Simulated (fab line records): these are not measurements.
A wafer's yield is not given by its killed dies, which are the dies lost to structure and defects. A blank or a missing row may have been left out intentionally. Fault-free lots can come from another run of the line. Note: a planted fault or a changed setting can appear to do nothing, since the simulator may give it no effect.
Code-filled problem report in 8D (eight disciplines) form ; flow rit cmos ; the parts of the form that need people (team, actions taken, sign-off) are left out

## 1. WHAT WENT WRONG
Wafers without a fault read 70.005, standard deviation 0.024; beam energy keV at RIT_NRETRO_IMPLANT_08 reads a mean of 75.261 on 6 wafers belonging to 2 lots. That is +99 or more standard deviations from the usual mean.
Seen first at day 4 17:28 on implanter-02, wafer L509.1. Wafers with a number at this step in the record: 42, from 14 lots. The rule behind "out" and "out of limits": a value lying over 4 standard deviations away from the usual mean. All remaining wafers that have a number are taken as sound.

## 2. WHAT IT IS, AND WHAT IT ISN'T
question;is;is not
which readings at this step;beam energy keV;-
which lots;L509, L510;L497, L498, L500, L501, L502, L503, L508, L514, L515, L516, L517, L519
which wafers of those lots;all that have a number;-
read on which tools;implanter-02;implanter-03, implanter-04
when;from day 4 17:28;"up to then (21 sound wafers); but 15 sound wafers of L514, L515, L516, L517, L519 came after"

## 3. SUSPECTS, AND WHAT RULES EACH OUT
Counting: a tool at any process step up to the reading remains a suspect when it ran all the lots that are out and ran no sound lot after the first of those.
- implanter-02 at RIT_NRETRO_IMPLANT_08: kept. It processed each lot that is out, first L509 at day 4 17:28, and no sound lot thereafter; up to then, the last sound lot it processed was L508 at day 4 12:09. On those wafers its own readings are out: beam energy keV.
Remaining after the count: implanter-02 at RIT_NRETRO_IMPLANT_08.

## 4. THE CAUSE (what the simulator had put in)
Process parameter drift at RIT_NRETRO_IMPLANT_08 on implanter-02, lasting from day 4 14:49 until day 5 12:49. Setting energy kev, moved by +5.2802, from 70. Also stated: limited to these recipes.
Only this tool survived the counting.

## 5. THE CHAIN OF EFFECTS, in route order
Rows list readings where the struck wafers' mean (over those with a number) sits beyond 3 standard deviations from the usual. Only readings for which the record gives a usual standard deviation are gone through. hours: the time from each lot's start at the first step in this table that gives one to its start at this step, as a median over the lots. sigmas: the change in usual standard deviations.
hours;step;reading;usual;on struck wafers;change;sigmas
0;RIT_NRETRO_IMPLANT_08;beam energy keV;70.005;75.261;+5.256;+99 or more
Its process steps:
- RIT_NRETRO_IMPLANT_08

## 6. WHAT WOULD HAVE CAUGHT IT SOONER
3 hours passed between the start of the fault at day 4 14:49 and the first reading out of limits in this record, taken at day 4 17:28.
